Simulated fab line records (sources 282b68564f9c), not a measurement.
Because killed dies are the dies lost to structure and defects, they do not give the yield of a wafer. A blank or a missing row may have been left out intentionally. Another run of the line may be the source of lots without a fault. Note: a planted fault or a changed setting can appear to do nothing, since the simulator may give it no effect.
fab line records ; flow rit_cmos
[record] lots = 15; wafers = 45; last_day = 7
route steps=202 shown PSD@150 M1@202
lots with no fault: from the same line, run without faults
start_h: hours from the record's opening day to when the first of the lot's shown wafers began ; wait_h: time in hours since the lot's previous step ; " unchanged from the row above ; L1.1+2: several wafers, shown together as one row ; - no value, or no start given ; * or withheld: withheld ; < > ~ a bound
route shown NAME@n: names a module that has steps shown in the file, with the first one's number in the route ; usual: mean/standard deviation of fault-free wafers ; same: alike in all rows ; chamber/n: place in a boat ; sites: per-site readings ; _std_site: the standard deviation of these ; _edge_site: the outer-site mean with the inner-site mean subtracted ; radius_mm: for every site, how far away it sits from the centre of the wafer ; mask NAME#n: copy n ; behind: the most recent tool/chamber to have shaped the wafer ; hold: what put the lot on hold/how long, in hours/how the hold closed ; device: whichever transistor did not switch (one of n, p or np) ; end of line: tests run on the same wafers once the route is complete ; a step given without rows: its recipe and nothing more ; killed: the dies lost at the first sort to structure and to defects; this is not the yield of the wafer ; map: shows each die of a wafer: x if killed, . if not, _ if none is there
set.NAME: the setting as run; set.NAME@STEP: as run at that earlier step ; model.NAME: the simulator's own value behind a step, which no gauge read
a sample of lots followed through the steps of the route, with each step as a table and each wafer as a row
services: a tool's chamber out of use, with start hour (start_h, from the record's first day; less than 0 if before it), hours out, and reason
[[steps]]
[step RIT_PSD_IMPLANT_08]
[recipe] species = BF2; energy_kev = 27; dose_cm2 = 5e+15; tilt_deg = 7
[same] implant_ion_amu = 49
lot.wafer;tool;chamber;start_h;wait_h
L577.1+2+6;implanter-02;0;50.69;0.1
L578.1+2+4;implanter-03;0;53.83;0.1
L579.3+4+5;implanter-02;0;58.14;0.1
L580.1+3+4;implanter-04;0;65.42;0.1
L581.1+4+5;implanter-04;0;72.84;0.1
L581.1+4+5;implanter-04;0;73.15;0.3
L582.2+4+5;implanter-03;0;75.74;0.1
L583.3+4+5;implanter-03;0;80.92;0.1
L583.3+4+5;implanter-03;0;81.23;0.3
L584.1+3+5;implanter-02;0;84.53;0.1
L585.1+3+6;implanter-02;0;95.17;0.1
L585.1+3+6;implanter-02;0;95.48;0.3
L591.2+3+5;implanter-04;0;120.69;0.1
L592.1+4+5;implanter-02;0;128.40;0.1
L594.1+2+5;implanter-03;0;136.60;0.1
L595.1+3+5;implanter-03;0;140.03;0.1
L597.1+2+6;implanter-03;0;149.01;0.1
L600.1+2+4;implanter-02;0;163.71;0.1
[step RIT_PSD_TW_MEAS_10]
[usual] PSD_TW = 3414/21
lot.wafer;tool;chamber;start_h;wait_h;PSD_TW
L577.1;film_metro-02;-;51.02;0.1;3419
L577.2;film_metro-02;-;51.02;0.1;3385
L577.6;film_metro-02;-;51.02;0.1;3408
L578.1;film_metro-02;-;54.16;0.1;3406
L578.2;film_metro-02;-;54.16;0.1;3406
L578.4;film_metro-02;-;54.16;0.1;3406
L579.3;film_metro-02;-;58.43;0.1;3419
L579.4;film_metro-02;-;58.43;0.1;3393
L579.5;film_metro-02;-;58.43;0.1;3417
L580.1;film_metro-02;-;65.75;0.1;3390
L580.3;film_metro-02;-;65.75;0.1;3394
L580.4;film_metro-02;-;65.75;0.1;3389
L581.1;film_metro-04;-;73.48;0.1;3607
L581.4;film_metro-04;-;73.48;0.1;3585
L581.5;film_metro-04;-;73.48;0.1;3625
L582.2;film_metro-04;-;76.05;0.1;3425
L582.4;film_metro-04;-;76.05;0.1;3436
L582.5;film_metro-04;-;76.05;0.1;3434
L583.3;film_metro-01;-;81.53;0.1;3594
L583.4;film_metro-01;-;81.53;0.1;3593
L583.5;film_metro-01;-;81.53;0.1;3599
L584.1;film_metro-04;-;84.86;0.1;3440
L584.3;film_metro-04;-;84.86;0.1;3446
L584.5;film_metro-04;-;84.86;0.1;3438
L585.1;film_metro-02;-;95.81;0.1;3576
L585.3;film_metro-02;-;95.81;0.1;3546
L585.6;film_metro-02;-;95.81;0.1;3552
L591.2;film_metro-02;-;121.00;0.1;3392
L591.3;film_metro-02;-;121.00;0.1;3410
L591.5;film_metro-02;-;121.00;0.1;3411
L592.1;film_metro-01;-;128.72;0.1;3403
L592.4;film_metro-01;-;128.72;0.1;3397
L592.5;film_metro-01;-;128.72;0.1;3413
L594.1;film_metro-02;-;136.92;0.1;3408
L594.2;film_metro-02;-;136.92;0.1;3407
L594.5;film_metro-02;-;136.92;0.1;3413
L595.1;film_metro-01;-;140.35;0.1;3417
L595.3;film_metro-01;-;140.35;0.1;3420
L595.5;film_metro-01;-;140.35;0.1;3415
L597.1;film_metro-04;-;149.34;0.1;3454
L597.2;film_metro-04;-;149.34;0.1;3459
L597.6;film_metro-04;-;149.34;0.1;3449
L600.1;film_metro-04;-;164.04;0.1;3427
L600.2;film_metro-04;-;164.04;0.1;3439
L600.4;film_metro-04;-;164.04;0.1;3452
[step RIT_SDANNEAL_RS_MEAS_04]
[recipe] thk_meas_gauge = four-point-probe
[usual] PSD_RS = 115.8/0.3
lot.wafer;tool;chamber;start_h;wait_h;PSD_RS[ohm/sq]
L577.1;film_metro-01;-;51.50;0.0;115.7
L577.2;film_metro-01;-;51.50;0.0;115.7
L577.6;film_metro-01;-;51.50;0.0;115.8
L578.1;film_metro-04;-;54.64;0.0;116.0
L578.2;film_metro-04;-;54.64;0.0;116.3
L578.4;film_metro-04;-;54.64;0.0;116.2
L579.3;film_metro-02;-;58.94;0.1;116.1
L579.4;film_metro-02;-;58.94;0.1;115.8
L579.5;film_metro-02;-;58.94;0.1;116.0
L580.1;film_metro-01;-;66.23;0.0;115.6
L580.3;film_metro-01;-;66.23;0.0;115.2
L580.4;film_metro-01;-;66.23;0.0;115.4
L581.1;film_metro-02;-;73.97;0.0;107.7
L581.4;film_metro-02;-;73.97;0.0;107.5
L581.5;film_metro-02;-;73.97;0.0;107.6
L582.2;film_metro-01;-;76.55;0.1;115.7
L582.4;film_metro-01;-;76.55;0.1;115.6
L582.5;film_metro-01;-;76.55;0.1;115.8
L583.3;film_metro-04;-;82.03;0.1;107.7
L583.4;film_metro-04;-;82.03;0.1;107.4
L583.5;film_metro-04;-;82.03;0.1;107.4
L584.1;film_metro-02;-;85.34;0.0;115.3
L584.3;film_metro-02;-;85.34;0.0;115.0
L584.5;film_metro-02;-;85.34;0.0;115.7
L585.1;film_metro-01;-;97.19;0.0;107.3
L585.3;film_metro-01;-;97.19;0.0;107.4
L585.6;film_metro-01;-;97.19;0.0;107.1
L591.2;film_metro-04;-;121.51;0.1;115.9
L591.3;film_metro-04;-;121.51;0.1;116.0
L591.5;film_metro-04;-;121.51;0.1;115.7
L592.1;film_metro-01;-;129.22;0.0;115.8
L592.4;film_metro-01;-;129.22;0.0;116.0
L592.5;film_metro-01;-;129.22;0.0;115.8
L594.1;film_metro-01;-;137.41;0.0;115.9
L594.2;film_metro-01;-;137.41;0.0;115.7
L594.5;film_metro-01;-;137.41;0.0;116.1
L595.1;film_metro-01;-;140.84;0.0;115.3
L595.3;film_metro-01;-;140.84;0.0;115.7
L595.5;film_metro-01;-;140.84;0.0;115.9
L597.1;film_metro-02;-;149.82;0.0;115.9
L597.2;film_metro-02;-;149.82;0.0;115.5
L597.6;film_metro-02;-;149.82;0.0;115.9
L600.1;film_metro-01;-;164.52;0.0;115.9
L600.2;film_metro-01;-;164.52;0.0;115.9
L600.4;film_metro-01;-;164.52;0.0;115.6
[step RIT_M1_PROBE_99]
[usual] killed_at_contacts = 0.1/0.27; killed_at_front_end = 7/3; killed_dies = 7.0/3; killed_open = 3.5/2.1; killed_short = 3.4/1.9
[same] gross_dies = 264; killed_at_M0_to_M3 = 0; killed_at_M4_up = 0; killed_at_back_side = 0; killed_at_other = 0
lot.wafer;tool;chamber;start_h;wait_h;killed_at_contacts;killed_at_front_end;killed_dies;killed_open;killed_short
L583.3;prober-01;-;90.71;0.2;0;7;7;2;5
L583.4;prober-01;-;90.76;0.2;0;4;4;1;3
L583.5;prober-01;-;90.81;0.2;0;2;2;2;0
L585.1;prober-01;-;105.72;0.1;0;10;10;7;3
L585.3;prober-01;-;105.82;0.2;0;7;7;2;5
L585.6;prober-01;-;105.97;0.2;0;3;3;1;2
// killed by level:class
L583.3 GATE:geometric_particle:short=3 SILICIDE:geometric_particle:short=2 GATE:geometric_particle:open=1 REOX:geometric_particle:open=1
L583.4 REOX:geometric_particle:short=3 GATE:geometric_particle:open=1
L583.5 SPACER:geometric_particle:open=2
L585.1 GATE:geometric_particle:open=3 SILICIDE:geometric_particle:open=3 FOX1:geometric_particle:short=1 FOX2:geometric_particle:open=1 GATE:geometric_particle:short=1 REOX:geometric_particle:short=1
L585.3 REOX:geometric_particle:short=3 FOX2:geometric_particle:short=1 GATE:geometric_particle:short=1 REOX:geometric_particle:open=1 SPACER:geometric_particle:open=1
L585.6 GATE:geometric_particle:open=1 GATE:geometric_particle:short=1 SPACER:geometric_particle:short=1
[[services]]
tool;chamber;start_h;hours;kind
implanter-04;-;54.87;3.8;pm
implanter-02;-;58.44;2.9;pm
implanter-02;-;78.32;2.1;repair
implanter-03;-;84.04;0.6;repair
implanter-03;-;94.10;1.7;repair
implanter-04;-;121.91;3.4;repair
implanter-02;-;141.39;5.6;repair
[[key]]
[first_sign] step = RIT_PSD_IMPLANT_08; reading = visit; direction = added
[effect] step = RIT_PSD_TW_MEAS_10; reading = PSD_TW; direction = up; sigmas = 8.3; usual = 3414; struck = 3586
[effect] step = RIT_SDANNEAL_RS_MEAS_04; reading = PSD_RS; direction = down; sigmas = 28; usual = 115.8; struck = 107.4
met_at RIT_PSD_IMPLANT_08
struck_lots L581,L583,L585
tester_left_out L581,L583,L585
[fault] kind = repeated_step_whole; tool = implanter-02,implanter-03,implanter-04; chamber = -; onset_h = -; steps = RIT_PSD_IMPLANT_08; times = 1; scope = struck_lots_only
// tester_left_out: of these lots the tester's yield and bins aren't shown, on N5 and GAA mostly nor the transistor test; their killed dies are dies lost to structure and defects alone, not to doping, threshold or leakage, so they don't give the yield
